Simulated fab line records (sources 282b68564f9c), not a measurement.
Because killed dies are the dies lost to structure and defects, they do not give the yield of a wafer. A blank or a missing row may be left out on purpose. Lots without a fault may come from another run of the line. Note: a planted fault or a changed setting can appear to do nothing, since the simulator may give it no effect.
Which of the tools did it? :: flow rit cmos :: 14 lots with 42 wafers sampled at 5 steps, on a route of 202 steps

WHAT THE GAUGES SHOWED, per wafer
RIT_NWELL_TW_MEAS_10. Usual: NWELL_TW gives 2152 (standard deviation 11).
lot: L132
measured: day 2 04:22
on: film metro-03
NWELL_TW: 2147 2144 2157
flag: 

lot: L133
measured: day 2 07:02
on: film metro-01
NWELL_TW: 2156 2142 2138
flag: 

lot: L134
measured: day 2 13:23
on: film metro-04
NWELL_TW: 2175 2162 2163
flag: 

lot: L135
measured: day 2 18:51
on: film metro-01
NWELL_TW: 2150 2145 2143
flag: 

lot: L137
measured: day 3 05:16
on: film metro-03
NWELL_TW: 2154 2155 2157
flag: 

lot: L139
measured: day 3 14:38
on: film metro-04
NWELL_TW: 2170 2173 2169
flag: 

lot: L140
measured: day 3 18:34
on: film metro-01
NWELL_TW: 2135 2133 2142
flag: 

lot: L142
measured: day 4 06:15
on: film metro-01
NWELL_TW: 2454 2442 2457
flag: OFF

lot: L143
measured: day 4 10:13
on: film metro-04
NWELL_TW: 2472 2476 2474
flag: OFF

lot: L147
measured: day 5 06:37
on: film metro-03
NWELL_TW: 2141 2140 2152
flag: 

lot: L148
measured: day 5 13:02
on: film metro-03
NWELL_TW: 2140 2139 2145
flag: 

lot: L149
measured: day 5 16:06
on: film metro-03
NWELL_TW: 2140 2141 2146
flag: 

lot: L150
measured: day 5 21:04
on: film metro-04
NWELL_TW: 2154 2164 2157
flag: 

lot: L151
measured: day 6 02:55
on: film metro-03
NWELL_TW: 2142 2132 2139
flag: 

RIT_WELLDRIVE_RS_MEAS_01: measures by four-point-probe. Usual: NWELL_RS gives 275.4 ohm/sq (standard deviation 0.72).
lot: L132
measured: day 2 11:05
on: film metro-04
NWELL_RS (ohm/sq): 276.1 277.2 276.5
flag: 

lot: L133
measured: day 2 14:34
on: film metro-03
NWELL_RS (ohm/sq): 275.3 275.6 274.9
flag: 

lot: L134
measured: day 2 20:08
on: film metro-01
NWELL_RS (ohm/sq): 273.7 273.2 274.7
flag: 

lot: L135
measured: day 3 01:40
on: film metro-03
NWELL_RS (ohm/sq): 274.8 275.0 275.3
flag: 

lot: L137
measured: day 3 11:59
on: film metro-04
NWELL_RS (ohm/sq): 275.3 275.5 275.4
flag: 

lot: L139
measured: day 3 22:07
on: film metro-03
NWELL_RS (ohm/sq): 274.2 273.7 274.5
flag: 

lot: L140
measured: day 4 01:27
on: film metro-03
NWELL_RS (ohm/sq): 275.7 276.5 275.9
flag: 

lot: L142
measured: day 4 13:05
on: film metro-03
NWELL_RS (ohm/sq): 212.9 213.2 213.2
flag: OFF

lot: L143
measured: day 4 18:11
on: film metro-04
NWELL_RS (ohm/sq): 213.4 213.3 213.4
flag: OFF

lot: L147
measured: day 5 13:56
on: film metro-03
NWELL_RS (ohm/sq): 275.6 275.6 276.2
flag: 

lot: L148
measured: day 5 20:05
on: film metro-03
NWELL_RS (ohm/sq): 275.2 275.0 275.2
flag: 

lot: L149
measured: day 5 23:45
on: film metro-03
NWELL_RS (ohm/sq): 275.3 275.6 275.6
flag: 

lot: L150
measured: day 6 04:49
on: film metro-04
NWELL_RS (ohm/sq): 276.7 275.6 275.8
flag: 

lot: L151
measured: day 6 10:56
on: film metro-01
NWELL_RS (ohm/sq): 275.0 276.0 274.4
flag: 

RIT_NRETRO_OVL_MEAS_06. Usual: NRETRO_OVL gives 1.3 nm (standard deviation 1.3).
lot: L132
measured: day 2 12:20
on: overlay-01
NRETRO_OVL (nm): 0.1 0.6 -0.2
flag: 

lot: L133
measured: day 2 15:49
on: overlay-02
NRETRO_OVL (nm): 0.2 1.4 3.6
flag: 

lot: L134
measured: day 2 21:14
on: overlay-01
NRETRO_OVL (nm): -0.1 2.6 1.0
flag: 

lot: L135
measured: day 3 02:47
on: overlay-01
NRETRO_OVL (nm): 2.8 0.6 2.5
flag: 

lot: L137
measured: day 3 13:04
on: overlay-01
NRETRO_OVL (nm): 1.3 0.7 0.0
flag: 

lot: L139
measured: day 3 23:21
on: overlay-02
NRETRO_OVL (nm): 2.9 2.8 3.5
flag: 

lot: L140
measured: day 4 02:32
on: overlay-02
NRETRO_OVL (nm): 4.7 2.9 1.7
flag: 

lot: L142
measured: day 4 14:11
on: overlay-02
NRETRO_OVL (nm): 0.1 3.4 0.3
flag: 

lot: L143
measured: day 4 19:34
on: overlay-02
NRETRO_OVL (nm): 3.4 1.9 2.7
flag: 

lot: L147
measured: day 5 15:10
on: overlay-02
NRETRO_OVL (nm): 2.6 1.5 2.5
flag: 

lot: L148
measured: day 5 21:19
on: overlay-01
NRETRO_OVL (nm): 2.3 -0.9 1.3
flag: 

lot: L149
measured: day 6 01:11
on: overlay-02
NRETRO_OVL (nm): 2.7 -0.9 -0.7
flag: 

lot: L150
measured: day 6 06:05
on: overlay-01
NRETRO_OVL (nm): 1.7 2.0 1.1
flag: 

lot: L151
measured: day 6 12:10
on: overlay-01
NRETRO_OVL (nm): 0.5 1.6 2.2
flag: 

TOOL THAT RAN EACH LOT (tool first, then ch and the chambers of the sampled wafers, then the start)
lot: L132
RIT_NWELL_IMPLANT_08: implanter-03 ch 0, day 2 04:04
RIT_PWELL_STRIP_09: plasma asher-02 ch 0,1, day 2 05:44

lot: L133
RIT_NWELL_IMPLANT_08: implanter-03 ch 0, day 2 06:44
RIT_PWELL_STRIP_09: plasma asher-03 ch 0,1, day 2 09:03

lot: L134
RIT_NWELL_IMPLANT_08: implanter-01 ch 0, day 2 13:04
RIT_PWELL_STRIP_09: plasma asher-01 ch 0,1, day 2 14:47

lot: L135
RIT_NWELL_IMPLANT_08: implanter-03 ch 0, day 2 18:31
RIT_PWELL_STRIP_09: plasma asher-01 ch 0,1, day 2 20:21

lot: L137
RIT_NWELL_IMPLANT_08: implanter-04 ch 0, day 3 04:58
RIT_PWELL_STRIP_09: plasma asher-01 ch 0,1, day 3 06:41

lot: L139
RIT_NWELL_IMPLANT_08: implanter-01 ch 0, day 3 14:19
RIT_PWELL_STRIP_09: plasma asher-01 ch 0,1, day 3 16:08

lot: L140
RIT_NWELL_IMPLANT_08: implanter-04 ch 0, day 3 18:17
RIT_PWELL_STRIP_09: plasma asher-01 ch 0,1, day 3 19:59

lot: L142
RIT_NWELL_IMPLANT_08: implanter-03 ch 0, day 4 05:56
RIT_PWELL_STRIP_09: plasma asher-03 ch 0,1, day 4 07:44

lot: L143
RIT_NWELL_IMPLANT_08: implanter-03 ch 0, day 4 09:55
RIT_PWELL_STRIP_09: plasma asher-03 ch 0,1, day 4 11:37

lot: L147
RIT_NWELL_IMPLANT_08: implanter-04 ch 0, day 5 06:20
RIT_PWELL_STRIP_09: plasma asher-01 ch 0,1, day 5 08:10

lot: L148
RIT_NWELL_IMPLANT_08: implanter-01 ch 0, day 5 12:44
RIT_PWELL_STRIP_09: plasma asher-01 ch 0,1, day 5 14:34

lot: L149
RIT_NWELL_IMPLANT_08: implanter-01 ch 0, day 5 15:49
RIT_PWELL_STRIP_09: plasma asher-01 ch 0,1, day 5 17:48

lot: L150
RIT_NWELL_IMPLANT_08: implanter-01 ch 0, day 5 20:46
RIT_PWELL_STRIP_09: plasma asher-02 ch 0,1, day 5 22:59

lot: L151
RIT_NWELL_IMPLANT_08: implanter-01 ch 0, day 6 02:36
RIT_PWELL_STRIP_09: plasma asher-01 ch 0,1, day 6 04:17
- RIT_NWELL_IMPLANT_08
- RIT_PWELL_STRIP_09: strips in O2, time 180 s.

AS READ BY THE TOOLS THEMSELVES (means over the sampled wafers that have a number; for cases with no such wafer, the mark the record gives instead)
RIT_NWELL_IMPLANT_08. Usual: dose ions cm2 5e+13, standard deviation 5.8e+10; faraday current uA 159, standard deviation 3.3.
lot: L132
tool: implanter-03
dose ions cm2: 5e+13
faraday current uA: 158
flag: 

lot: L133
tool: implanter-03
dose ions cm2: 5e+13
faraday current uA: 159
flag: 

lot: L134
tool: implanter-01
dose ions cm2: 5e+13
faraday current uA: 162
flag: 

lot: L135
tool: implanter-03
dose ions cm2: 5e+13
faraday current uA: 161
flag: 

lot: L137
tool: implanter-04
dose ions cm2: 5e+13
faraday current uA: 159
flag: 

lot: L139
tool: implanter-01
dose ions cm2: 5e+13
faraday current uA: 159
flag: 

lot: L140
tool: implanter-04
dose ions cm2: 5e+13
faraday current uA: 159
flag: 

lot: L142
tool: implanter-03
dose ions cm2: 8e+13
faraday current uA: 242
flag: OFF

lot: L143
tool: implanter-03
dose ions cm2: 8e+13
faraday current uA: 244
flag: OFF

lot: L147
tool: implanter-04
dose ions cm2: 5e+13
faraday current uA: 155
flag: 

lot: L148
tool: implanter-01
dose ions cm2: 5e+13
faraday current uA: 158
flag: 

lot: L149
tool: implanter-01
dose ions cm2: 5e+13
faraday current uA: 161
flag: 

lot: L150
tool: implanter-01
dose ions cm2: 5e+13
faraday current uA: 160
flag: 

lot: L151
tool: implanter-01
dose ions cm2: 5e+13
faraday current uA: 162
flag: 

RIT_PWELL_STRIP_09. Usual: drypump motor current A 5.7 A, standard deviation 0.39.
lot: L132
tool: plasma asher-02
drypump motor current A (A): 5.7
flag: 

lot: L133
tool: plasma asher-03
drypump motor current A (A): 6.2
flag: 

lot: L134
tool: plasma asher-01
drypump motor current A (A): 5.6
flag: 

lot: L135
tool: plasma asher-01
drypump motor current A (A): 5.4
flag: 

lot: L137
tool: plasma asher-01
drypump motor current A (A): 5.6
flag: 

lot: L139
tool: plasma asher-01
drypump motor current A (A): 5.4
flag: 

lot: L140
tool: plasma asher-01
drypump motor current A (A): 5.4
flag: 

lot: L142
tool: plasma asher-03
drypump motor current A (A): 6.2
flag: 

lot: L143
tool: plasma asher-03
drypump motor current A (A): 6.2
flag: 

lot: L147
tool: plasma asher-01
drypump motor current A (A): 5.5
flag: 

lot: L148
tool: plasma asher-01
drypump motor current A (A): 5.6
flag: 

lot: L149
tool: plasma asher-01
drypump motor current A (A): 5.6
flag: 

lot: L150
tool: plasma asher-02
drypump motor current A (A): 5.7
flag: 

lot: L151
tool: plasma asher-01
drypump motor current A (A): 5.4
flag: 

THE ANSWER, worked out from the rows above alone
Rule: a lot is off if the mean of its wafers that have a number lies more than 3 standard deviations from the usual mean. A lot without any number at a reading at which 4 lots or more have one is off too. All remaining lots with rows at the step are treated as sound. Order of review: gauges by route order, followed by the tools' own readings, for which a lot's mean as printed above is used. At the first step where some lot is off, the reading lying furthest off is the one used; lots without a number count as furthest.
Off: L142, L143, seen at RIT_NWELL_TW_MEAS_10 (NWELL_TW).
A tool fits if, at a process step before that reading, it ran every lot that is off, and no sound lot after the first of them. The gauges at RIT_NWELL_TW_MEAS_10 aren't tried: what is off there is off at RIT_NWELL_IMPLANT_08 too, on other tools, and a gauge's error can't cause that. One fits: RIT_NWELL_IMPLANT_08 on implanter-03. Its last sound lot is L135 (day 2 18:31), its first lot that is off L142 (day 4 05:56): a fault that began between those two fits.
The tool's own readings at RIT_NWELL_IMPLANT_08 bear it out: on the lots that are off they differ by more than 5 times the standard deviation of the sound lots' means. dose ions cm2 reads 8e+13 there against 5e+13 on the sound lots; faraday current uA reads 243 there against 159 on the sound lots.

WHAT THE SIMULATOR HAD PUT IN
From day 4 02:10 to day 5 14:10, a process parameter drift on implanter-03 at RIT_NWELL_IMPLANT_08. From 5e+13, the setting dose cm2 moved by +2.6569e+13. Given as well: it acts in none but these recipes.
Lots struck among those shown: L142, L143. The same result came from the rule above.
